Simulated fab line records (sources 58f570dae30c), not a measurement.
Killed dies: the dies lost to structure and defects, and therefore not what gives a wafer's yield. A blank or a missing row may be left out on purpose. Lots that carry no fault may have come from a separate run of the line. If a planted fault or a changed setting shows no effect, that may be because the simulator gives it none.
fab line records + flow berkeley-cmos170
record
- lots=6
- wafers=18
- last-day=12
route steps=331 shown M2@276
lots that met no fault: from a run of the same line without faults
start-h: hours from the record's first day to the start of the lot's first wafer shown + wait-h: how many hours have passed since the lot's step before this one + " same as the row above + L1.1+2: several wafers, shown together as one row + - value missing, or start not given + * or withheld: withheld + < > ~ a bound
route shown NAME@n: NAME is a module with steps in the file, n the number in the route of the first one + usual: the fault-free wafers' mean and standard deviation + same: alike in all rows + chamber/n: place in a boat + sites: per-site readings + _std_site: standard deviation across them + _edge_site: inner sites' mean taken away from outer sites' mean + radius-mm: how far each site lies from the wafer's centre + mask NAME#n: copy n + behind: the last tool/chamber to shape the wafer + hold: why the lot was held/for how many hours/how that ended + device: the n, p or np transistor that did not switch + end of line: the route-end tests of the same wafers + a step with no rows: only its recipe + killed: not the wafer's yield, but the dies lost to structure and defects at the first sort + map: shows each die of a wafer: x if killed, . if not, _ if none is there
set.NAME: the setting that was run; set.NAME@STEP: the one run at that earlier step + model.NAME: the simulator's own value behind a step, which no gauge read
lots seen at some steps along the route; tables by step, rows by wafer
services: a tool's chamber out of use, with start hour (start-h, from the record's first day; less than 0 if before it), hours out, and reason
## steps
# step UCB170_M2_COAT_05
# recipe
- resist=KrF
- spin-rpm=1500
- resist-thk-nm=900
# step UCB170_M2_SOFTBAKE_06
# recipe
- resist=KrF
- temp-c=128.8
- time-s=60
# step UCB170_M2_STRIP_07
# recipe
- chemistry=O2
- power-w=400
- pressure-mtorr=3500
- platen-temp-c=withheld
- o2-flow-sccm=400
- overash-fraction=0.5
# usual
- drypump-motor-current-A=5.77/0.2
- oes-product-au=0.735/0.0039
- strip-time-to-endpoint-s=21.96/0.065
| lot.wafer | tool            | chamber | start-h | wait-h | drypump-motor-current-A | oes-product-au | rf-hours-counter-h | strip-time-to-endpoint-s |
|-----------|-----------------|---------|---------|--------|-------------------------|----------------|--------------------|--------------------------|
| L902.1    | plasma-asher-04 | 1       | 167.98  | 0.1    | 5.65                    | 0.739          | 48                 | 21.85                    |
| L902.2    | "               | 0       | "       | "      | 5.84                    | 0.733          | 48                 | 21.97                    |
| L902.5    | "               | 0       | "       | "      | 5.86                    | 0.734          | -                  | 21.94                    |
| L903.1    | plasma-asher-02 | 0       | 178.80  | 0.1    | 6.01                    | 0.726          | 5                  | 21.94                    |
| L903.5    | "               | 0       | "       | "      | 6.02                    | 0.742          | -                  | 21.85                    |
| L903.6    | "               | 1       | "       | "      | 5.60                    | 0.730          | -                  | 21.86                    |
| L919.3    | plasma-asher-04 | 1       | 243.67  | 0.1    | 5.64                    | 0.733          | -                  | 21.94                    |
| L919.5    | "               | 1       | "       | "      | 5.64                    | 0.730          | -                  | 21.94                    |
| L919.6    | "               | 0       | "       | "      | 5.82                    | 0.735          | -                  | 21.89                    |
| L920.1    | plasma-asher-03 | 0       | 264.32  | 0.1    | 5.45                    | 0.740          | 46                 | 22.02                    |
| L920.2    | "               | 1       | "       | "      | 6.03                    | 0.734          | 46                 | 22.01                    |
| L920.3    | "               | 0       | "       | "      | 5.45                    | 0.737          | -                  | 22.02                    |
| L922.2    | plasma-asher-04 | 0       | 272.81  | 0.1    | 5.85                    | 0.730          | 59                 | 21.86                    |
| L922.3    | "               | 0       | "       | "      | 5.84                    | 0.738          | -                  | 21.91                    |
| L922.5    | "               | 1       | "       | "      | 5.64                    | 0.736          | -                  | 21.97                    |
| L921.1    | plasma-asher-02 | 0       | 276.62  | 0.1    | 6.00                    | 0.733          | 15                 | 22.00                    |
| L921.3    | "               | 1       | "       | "      | 5.60                    | 0.739          | -                  | 21.99                    |
| L921.6    | "               | 1       | "       | "      | 5.61                    | 0.735          | -                  | 22.01                    |
# step UCB170_M2_STRIP_08
# recipe
- chemistry=DMSO
- temp-c=80
- time-s=600
- material=KrF
# step UCB170_M2_COAT_09
# recipe
- resist=BARC
- temp-c=withheld
- time-s=withheld
- spin-rpm=3000
- resist-thk-nm=withheld
# step UCB170_M2_COAT_10
# recipe
- resist=KrF
- spin-rpm=1500
- resist-thk-nm=900
# step UCB170_M2_SOFTBAKE_11
# recipe
- resist=KrF
- temp-c=130
- time-s=60
# step UCB170_M2_EXPOSE_12
# recipe
- mask-id=METAL2
- target-cd-nm=700
- na=0.5
- sigma-outer=0.6
- source-shape=conventional
- dose-mj=26
# step UCB170_M2_PEB_13
# recipe
- peb-temp-c=130
- peb-time-s=withheld
- resist=KrF
# step UCB170_M2_DEVELOP_14
# recipe
- developer=TMAH
- develop-time-s=45
- resist=KrF
- dev-temp-c=21
# step UCB170_M2_CD_MEAS_15
# recipe
- target-cd-nm=700
# usual
- cd-nm=699.7/1.4
| lot.wafer | tool      | chamber | start-h | wait-h | cd-nm |
|-----------|-----------|---------|---------|--------|-------|
| L902.1    | cd-sem-02 | -       | 169.87  | -      | 699.9 |
| L902.2    | "         | -       | "       | "      | 699.1 |
| L902.5    | "         | -       | "       | "      | 700.1 |
| L903.1    | cd-sem-01 | -       | 180.04  | -      | 699.3 |
| L903.5    | "         | -       | "       | "      | 699.3 |
| L903.6    | "         | -       | "       | "      | 699.4 |
| L919.3    | cd-sem-02 | -       | 245.08  | -      | 698.9 |
| L919.5    | "         | -       | "       | "      | 699.3 |
| L919.6    | "         | -       | "       | "      | 699.8 |
| L920.1    | cd-sem-02 | -       | 269.49  | -      | 699.0 |
| L920.2    | "         | -       | "       | "      | 699.1 |
| L920.3    | "         | -       | "       | "      | 698.4 |
| L922.2    | cd-sem-02 | -       | 274.87  | -      | 702.8 |
| L922.3    | "         | -       | "       | "      | 702.4 |
| L922.5    | "         | -       | "       | "      | 703.3 |
| L921.1    | cd-sem-01 | -       | 278.21  | -      | 698.5 |
| L921.3    | "         | -       | "       | "      | 698.6 |
| L921.6    | "         | -       | "       | "      | 699.5 |
# step UCB170_M2_OVL_MEAS_16
# usual
- M2_OVL=1/5.1
| lot.wafer | tool       | chamber | start-h | wait-h | M2_OVL[nm] |
|-----------|------------|---------|---------|--------|------------|
| L902.1    | overlay-02 | -       | 169.99  | 0.1    | 1          |
| L902.2    | "          | -       | "       | "      | 4          |
| L902.5    | "          | -       | "       | "      | 2          |
| L903.1    | overlay-02 | -       | 180.16  | 0.1    | 3          |
| L903.5    | "          | -       | "       | "      | 4          |
| L903.6    | "          | -       | "       | "      | 9          |
| L919.3    | overlay-01 | -       | 245.17  | 0.1    | 2          |
| L919.5    | "          | -       | "       | "      | 0          |
| L919.6    | "          | -       | "       | "      | 3          |
| L920.1    | overlay-02 | -       | 269.61  | 0.1    | 4          |
| L920.2    | "          | -       | "       | "      | 0          |
| L920.3    | "          | -       | "       | "      | 7          |
| L922.2    | overlay-02 | -       | 274.98  | 0.1    | 5          |
| L922.3    | "          | -       | "       | "      | 2          |
| L922.5    | "          | -       | "       | "      | 5          |
| L921.1    | overlay-01 | -       | 278.33  | 0.1    | 2          |
| L921.3    | "          | -       | "       | "      | 4          |
| L921.6    | "          | -       | "       | "      | 8          |
# step UCB170_M2_ETCH_17
# recipe
- chemistry=N2/H2
- target-depth-a=withheld
- overetch-a=withheld
- target=BARC
- time-s=withheld
- source-w=500
- bias-w=100
- pressure-mtorr=30
- n2-flow-sccm=100
- h2-flow-sccm=200
# usual
- bias-w=100.0/0.32
- chamber-pressure-mTorr=29.996/0.027
- drypump-motor-current-A=5.5/0.32
- oes-product-au=0.999/0.018
- rf-fwd-power-W=495.1/1.8
- throttle-valve-pct=13.36/0.19
| lot.wafer | tool        | chamber | start-h | wait-h | bias-w | chamber-pressure-mTorr | drypump-motor-current-A | oes-product-au | rf-fwd-power-W | throttle-valve-pct |
|-----------|-------------|---------|---------|--------|--------|------------------------|-------------------------|----------------|----------------|--------------------|
| L902.1    | rie-diel-01 | 2       | 170.02  | 0.0    | 100.3  | 29.996                 | 5.8                     | 1.014          | 496.5          | 13.21              |
| L902.2    | "           | 3       | "       | "      | 100.1  | 29.987                 | 5.6                     | 0.995          | 494.5          | 13.52              |
| L902.5    | "           | 3       | "       | "      | 100.2  | 29.953                 | 5.5                     | 1.002          | 493.3          | 13.53              |
| L903.1    | rie-diel-02 | 3       | 180.19  | 0.0    | 100.2  | 30.001                 | 5.1                     | 0.969          | 494.3          | 13.13              |
| L903.5    | "           | 3       | "       | "      | 100.2  | 30.012                 | 5.1                     | 0.972          | 494.6          | 13.12              |
| L903.6    | "           | 0       | "       | "      | 100.1  | 30.020                 | 5.4                     | 0.999          | 495.6          | 13.28              |
| L919.3    | rie-diel-02 | 2       | 245.19  | 0.0    | -      | -                      | -                       | -              | -              | -                  |
| L919.5    | "           | 2       | "       | "      | -      | -                      | -                       | -              | -              | -                  |
| L919.6    | "           | 3       | "       | "      | -      | -                      | -                       | -              | -              | -                  |
| L920.1    | rie-diel-01 | 2       | 269.65  | 0.0    | -      | -                      | -                       | -              | -              | -                  |
| L920.2    | "           | 3       | "       | "      | -      | -                      | -                       | -              | -              | -                  |
| L920.3    | "           | 1       | "       | "      | -      | -                      | -                       | -              | -              | -                  |
| L922.2    | rie-diel-03 | 0       | 275.01  | 0.0    | 99.9   | 29.989                 | 5.8                     | 1.021          | 494.4          | 13.02              |
| L922.3    | "           | 3       | "       | "      | 99.6   | 29.977                 | 5.3                     | 0.989          | 497.0          | 13.45              |
| L922.5    | "           | 3       | "       | "      | 99.8   | 30.001                 | 5.3                     | 0.979          | 493.8          | 13.45              |
| L921.1    | rie-diel-02 | 3       | 278.37  | 0.0    | 99.5   | 30.007                 | 5.1                     | 0.968          | 492.3          | 13.12              |
| L921.3    | "           | 1       | "       | "      | 100.1  | 29.999                 | 6.0                     | 0.975          | 497.6          | 13.58              |
| L921.6    | "           | 1       | "       | "      | 100.5  | 30.001                 | 6.0                     | 0.970          | 496.1          | 13.58              |
# step UCB170_M2_METAL_ETCH_18
# recipe
- chemistry=Cl2/BCl3
- target=Al
- stop-on=SiO2
- pressure-mtorr=12
- target-depth-a=11700
- over-etch-frac=0.3
- time-s=195
- icp-w=600
- bias-w=120
- Cl2_flow_sccm=90
- bcl3-flow-sccm=45
# usual
- bcl3-flow-sccm=45.01/0.11
- bias-w=120.0/0.35
- drypump-motor-current-A=5.96/0.24
- oes-product-au=0.855/0.015
- rf-fwd-power-W=597.7/1.8
- throttle-valve-pct=24.34/0.18
# same
- over-etch-frac=0.3
| lot.wafer | tool         | chamber | start-h | wait-h | bcl3-flow-sccm | bias-w | drypump-motor-current-A | oes-product-au | rf-fwd-power-W | rf-hours-counter-h | throttle-valve-pct |
|-----------|--------------|---------|---------|--------|----------------|--------|-------------------------|----------------|----------------|--------------------|--------------------|
| L902.1    | rie-metal-01 | 1       | 170.06  | -      | 45.10          | 120.1  | 5.99                    | 0.854          | 599.7          | 1                  | 24.43              |
| L902.2    | "            | 1       | "       | "      | 45.03          | 120.1  | 5.99                    | 0.856          | 595.8          | -                  | 24.46              |
| L902.5    | "            | 1       | "       | "      | 45.01          | 120.2  | 5.98                    | 0.847          | 596.8          | -                  | 24.43              |
| L903.1    | rie-metal-02 | 1       | 180.24  | -      | 44.88          | 119.7  | 6.22                    | 0.858          | 596.9          | 1                  | 24.32              |
| L903.5    | "            | 1       | "       | "      | 45.09          | 119.2  | 6.20                    | 0.873          | 599.3          | -                  | 24.31              |
| L903.6    | "            | 1       | "       | "      | 45.11          | 119.7  | 6.22                    | 0.869          | 595.7          | -                  | 24.29              |
| L919.3    | rie-metal-02 | 1       | 245.30  | -      | 45.02          | 119.9  | 6.22                    | 0.381          | 598.6          | -                  | 24.52              |
| L919.5    | "            | 0       | "       | "      | 45.04          | 120.4  | 5.65                    | 0.385          | 600.4          | -                  | 24.77              |
| L919.6    | "            | 1       | "       | "      | 45.12          | 119.8  | 6.18                    | 0.378          | 597.3          | -                  | 24.53              |
| L920.1    | rie-metal-02 | 1       | 269.69  | -      | 44.92          | 119.8  | 6.21                    | 0.374          | 598.5          | 3                  | 24.54              |
| L920.2    | "            | 0       | "       | "      | 44.93          | 120.4  | 5.66                    | 0.385          | 599.6          | 2                  | 24.77              |
| L920.3    | "            | 0       | "       | "      | 44.80          | 120.4  | 5.65                    | 0.374          | 599.5          | -                  | 24.77              |
| L922.2    | rie-metal-01 | 1       | 275.05  | -      | 45.08          | 120.3  | 5.96                    | 0.849          | 596.5          | 4                  | 24.46              |
| L922.3    | "            | 0       | "       | "      | 44.99          | 119.6  | 6.34                    | 0.874          | 595.4          | -                  | 23.94              |
| L922.5    | "            | 1       | "       | "      | 44.96          | 120.1  | 5.98                    | 0.851          | 595.3          | -                  | 24.44              |
| L921.1    | rie-metal-02 | 1       | 278.41  | -      | 45.12          | 120.1  | 6.23                    | 0.869          | 598.8          | 4                  | 24.30              |
| L921.3    | "            | 1       | "       | "      | 44.99          | 120.2  | 6.21                    | 0.868          | 595.9          | -                  | 24.29              |
| L921.6    | "            | 1       | "       | "      | 45.03          | 120.1  | 6.21                    | 0.864          | 599.0          | -                  | 24.29              |
# step UCB170_M2_STRIP_19
# recipe
- chemistry=O2
- power-w=400
- pressure-mtorr=3500
- platen-temp-c=withheld
- o2-flow-sccm=400
- overash-fraction=0.5
# usual
- drypump-motor-current-A=5.77/0.21
- oes-product-au=0.542/0.0096
| lot.wafer | tool            | chamber | start-h | wait-h | drypump-motor-current-A | oes-product-au | rf-hours-counter-h |
|-----------|-----------------|---------|---------|--------|-------------------------|----------------|--------------------|
| L902.1    | plasma-asher-03 | 1       | 170.44  | 0.3    | 6.09                    | 0.539          | 35                 |
| L902.2    | "               | 0       | "       | "      | 5.47                    | 0.542          | 35                 |
| L902.5    | "               | 0       | "       | "      | 5.46                    | 0.558          | -                  |
| L903.1    | plasma-asher-04 | 0       | 180.61  | 0.3    | 5.85                    | 0.555          | 50                 |
| L903.5    | "               | 1       | "       | "      | 5.67                    | 0.559          | -                  |
| L903.6    | "               | 0       | "       | "      | 5.84                    | 0.560          | -                  |
| L919.3    | plasma-asher-04 | 1       | 245.45  | 0.1    | 5.66                    | 0.556          | -                  |
| L919.5    | "               | 0       | "       | "      | 5.81                    | 0.530          | -                  |
| L919.6    | "               | 1       | "       | "      | 5.64                    | 0.560          | -                  |
| L920.1    | plasma-asher-02 | 0       | 269.88  | 0.1    | 5.97                    | 0.565          | 14                 |
| L920.2    | "               | 1       | "       | "      | 5.63                    | 0.537          | 14                 |
| L920.3    | "               | 0       | "       | "      | 5.99                    | 0.532          | -                  |
| L922.2    | plasma-asher-02 | 1       | 275.24  | 0.1    | 5.62                    | 0.541          | 15                 |
| L922.3    | "               | 0       | "       | "      | 5.99                    | 0.534          | -                  |
| L922.5    | "               | 0       | "       | "      | 5.96                    | 0.549          | -                  |
| L921.1    | plasma-asher-04 | 1       | 278.60  | 0.1    | 5.68                    | 0.551          | 60                 |
| L921.3    | "               | 1       | "       | "      | 5.66                    | 0.545          | -                  |
| L921.6    | "               | 0       | "       | "      | 5.84                    | 0.558          | -                  |
# step UCB170_M2_CD_MEAS_90
# recipe
- target-cd-nm=700
# usual
- cd-nm=700.1/2.3
| lot.wafer | tool      | chamber | start-h | wait-h | cd-nm |
|-----------|-----------|---------|---------|--------|-------|
| L902.1    | cd-sem-02 | -       | 170.54  | 0.1    | 699.7 |
| L902.2    | "         | -       | "       | "      | 698.8 |
| L902.5    | "         | -       | "       | "      | 698.2 |
| L903.1    | cd-sem-02 | -       | 180.71  | 0.1    | 699.4 |
| L903.5    | "         | -       | "       | "      | 703.0 |
| L903.6    | "         | -       | "       | "      | 701.0 |
| L919.3    | cd-sem-02 | -       | 245.56  | 0.1    | -     |
| L919.5    | "         | -       | "       | "      | -     |
| L919.6    | "         | -       | "       | "      | -     |
| L920.1    | cd-sem-02 | -       | 270.09  | 0.2    | -     |
| L920.2    | "         | -       | "       | "      | -     |
| L920.3    | "         | -       | "       | "      | -     |
| L922.2    | cd-sem-02 | -       | 275.36  | 0.1    | 705.1 |
| L922.3    | "         | -       | "       | "      | 701.6 |
| L922.5    | "         | -       | "       | "      | 701.7 |
| L921.1    | cd-sem-02 | -       | 278.70  | 0.1    | 698.8 |
| L921.3    | "         | -       | "       | "      | 699.7 |
| L921.6    | "         | -       | "       | "      | 699.6 |
## services
| tool            | chamber | start-h | hours | kind           |
|-----------------|---------|---------|-------|----------------|
| rie-metal-02    | 1       | 151.41  | -     | clean          |
| rie-metal-02    | 1       | 151.41  | 16.9  | scheduled-down |
| rie-metal-02    | 1       | 151.41  | 16.9  | vent-cycle     |
| rie-diel-03     | 0       | 153.65  | 5.4   | repair         |
| rie-metal-01    | 0       | 159.02  | -     | clean          |
| rie-metal-01    | 0       | 159.02  | 15.0  | scheduled-down |
| rie-metal-01    | 0       | 159.02  | 15.0  | vent-cycle     |
| rie-diel-02     | 1       | 167.29  | 9.5   | repair         |
| rie-metal-02    | 0       | 169.54  | -     | clean          |
| rie-metal-02    | 0       | 169.54  | 25.3  | scheduled-down |
| rie-metal-02    | 0       | 169.54  | 25.3  | vent-cycle     |
| rie-diel-01     | 0       | 175.24  | 6.2   | repair         |
| plasma-asher-03 | -       | 187.87  | 1.6   | repair         |
| plasma-asher-03 | -       | 194.65  | 2.0   | repair         |
| rie-diel-02     | 3       | 204.85  | 1.3   | repair         |
| rie-diel-03     | -       | 221.34  | 0.3   | repair         |
| rie-diel-03     | 3       | 231.53  | 5.3   | repair         |
| rie-diel-03     | 0       | 241.29  | -     | clean          |
| rie-diel-03     | 0       | 241.29  | 25.9  | scheduled-down |
| rie-diel-03     | 0       | 241.29  | 25.9  | vent-cycle     |
| plasma-asher-02 | -       | 241.74  | 2.8   | pm             |
| rie-diel-01     | 1       | 246.04  | 6.4   | repair         |
| rie-diel-03     | -       | 249.81  | 0.5   | repair         |
| rie-diel-03     | 2       | 267.17  | -     | clean          |
## key
first-sign
- step=UCB170_M2_ETCH_17
- reading=tool-record
- direction=missing
effect
- step=UCB170_M2_METAL_ETCH_18
- reading=oes-product-au
- direction=down
- sigmas=32
- usual=0.855
- struck=0.380
effect
- step=UCB170_M2_CD_MEAS_90
- reading=cd-nm
- direction=missing
met-at UCB170_M2_ETCH_17
struck-wafers L919.3,L919.5,L919.6,L920.1,L920.2,L920.3
later-rows-left-out L919.3,L919.5,L919.6,L920.1,L920.2,L920.3
sort-left-out L919.3,L919.5,L919.6,L920.1,L920.2,L920.3
onset-between 180.19 245.19
fault
- kind=skipped-step-whole
- tool=rie-diel-01,rie-diel-02
- chamber=-
- onset-h=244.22
- steps=UCB170_M2_ETCH_17
- scope=struck-lots-only
# sort-left-out: the simulated sort isn't trusted on such a fault, so these wafers' sort isn't shown, and their yield isn't known
# later-rows-left-out: the simulator's readings of these wafers behind a module that went badly wrong aren't trusted and aren't shown, but for the sort
